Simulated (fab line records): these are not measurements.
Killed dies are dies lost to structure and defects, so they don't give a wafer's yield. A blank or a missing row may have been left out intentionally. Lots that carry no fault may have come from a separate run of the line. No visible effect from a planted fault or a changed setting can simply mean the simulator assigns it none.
Tool commonality check | flow berkeleyCmos170 | Lots sampled 14, wafers sampled 42

REASON IT WAS OPENED
Of 14 lots, 2 have the reading PLDD_TW flagged at UCB170_PLDD_TW_MEAS_11. Wafers without a fault read 1009, standard deviation 3.8.
Rule: a lot is flagged when every wafer of it that has a number lies more than 4 standard deviations from that mean, or none has a number. The other lots count as sound.

lot  | measured     | on           | PLDD_TW, wafer by wafer | flag
L756 | day 8 00:44  | filmMetro-03 | 1007 1011 1011          | 
L755 | day 8 01:17  | filmMetro-01 | 1006 1006 1005          | 
L760 | day 8 05:18  | filmMetro-01 | 1010 1007 1010          | 
L759 | day 8 06:09  | filmMetro-04 | 963 961 960             | FLAGGED
L758 | day 8 06:18  | filmMetro-01 | 1010 1007 1005          | 
L764 | day 8 23:58  | filmMetro-04 | 966 958 964             | FLAGGED
L768 | day 10 11:35 | filmMetro-03 | 1014 1014 1014          | 
L769 | day 10 23:31 | filmMetro-04 | 1009 1009 1007          | 
L771 | day 10 23:46 | filmMetro-01 | 1013 1014 1011          | 
L772 | day 11 00:04 | filmMetro-03 | 1006 1011 1006          | 
L774 | day 11 00:10 | filmMetro-04 | 1015 1008 1012          | 
L773 | day 11 00:22 | filmMetro-03 | 1007 1006 1005          | 
L777 | day 12 00:22 | filmMetro-03 | 1002 1006 1002          | 
L776 | day 12 00:51 | filmMetro-03 | 996 1003 1001           | 
The numbers of the flagged lots are 962 on average: -47 against the usual, or -12 standard deviations.

LOT BY LOT: THE TOOL USED
The record holds 1 process step before the reading, out of a route of 331 steps. Read each cell as the tool, then ch plus the chambers that the sampled wafers visited, then the start.
lot  | flag    | UCB170_PLDD_IMPLANT_09
L756 |         | implanter-01 ch 0, day 8 00:29
L755 |         | implanter-02 ch 0, day 8 01:04
L760 |         | implanter-01 ch 0, day 8 05:03
L759 | FLAGGED | implanter-01 ch 0, day 8 05:56
L758 |         | implanter-02 ch 0, day 8 06:03
L764 | FLAGGED | implanter-01 ch 0, day 8 23:43
L768 |         | implanter-03 ch 0, day 10 11:20
L769 |         | implanter-03 ch 0, day 10 23:16
L771 |         | implanter-02 ch 0, day 10 23:31
L772 |         | implanter-02 ch 0, day 10 23:49
L774 |         | implanter-03 ch 0, day 10 23:57
L773 |         | implanter-02 ch 0, day 11 00:07
L777 |         | implanter-03 ch 0, day 12 00:07
L776 |         | implanter-02 ch 0, day 12 00:38
What these steps do:
- UCB170_PLDD_IMPLANT_09
- UCB170_PLDD_TW_MEAS_11

FLAGGED AGAINST TOTAL, ONE TOOL AT A TIME (gauges that did the reading follow at the end)
step                   | tool         | lots run | flagged | share of the flagged lots | sound lots run after its first flagged lot
UCB170_PLDD_IMPLANT_09 | implanter-01 | 4        | 2       | all                       | 0
UCB170_PLDD_IMPLANT_09 | implanter-02 | 6        | 0       | none                      | -
UCB170_PLDD_IMPLANT_09 | implanter-03 | 4        | 0       | none                      | -
UCB170_PLDD_TW_MEAS_11 | filmMetro-01 | 4        | 0       | none                      | -
UCB170_PLDD_TW_MEAS_11 | filmMetro-03 | 6        | 0       | none                      | -
UCB170_PLDD_TW_MEAS_11 | filmMetro-04 | 4        | 2       | all                       | 2 (L769,L774)

WHAT THE TABLE ALLOWS
Rows of the table that ran all the flagged lots, 2 in number: implanter-01 at UCB170_PLDD_IMPLANT_09; filmMetro-04 at UCB170_PLDD_TW_MEAS_11.
- implanter-01 at UCB170_PLDD_IMPLANT_09: 2 of its 4 lots flagged. It ran its last sound lot, L760, at day 8 05:03 and its first flagged lot, L759, at day 8 05:56: a fault with its onset between the two fits. Its own readings lie more than 4 standard deviations out on every wafer of the flagged lots: beamEnergyKeV, beamOnS, faradayCurrentUA.
- filmMetro-04 at UCB170_PLDD_TW_MEAS_11: 2 of its 4 lots flagged. Sound lots followed the first flagged one (L769, L774) on it, something a lasting fault affecting the whole tool could not allow.
implanter-01 at UCB170_PLDD_IMPLANT_09 is the single tool remaining.

WHAT THE SIMULATOR HAD PUT IN
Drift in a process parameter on implanter-01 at UCB170_PLDD_IMPLANT_09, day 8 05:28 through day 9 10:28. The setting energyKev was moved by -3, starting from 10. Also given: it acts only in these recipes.
Struck lots among those shown: L759, L764. The rule above reached the same finding.
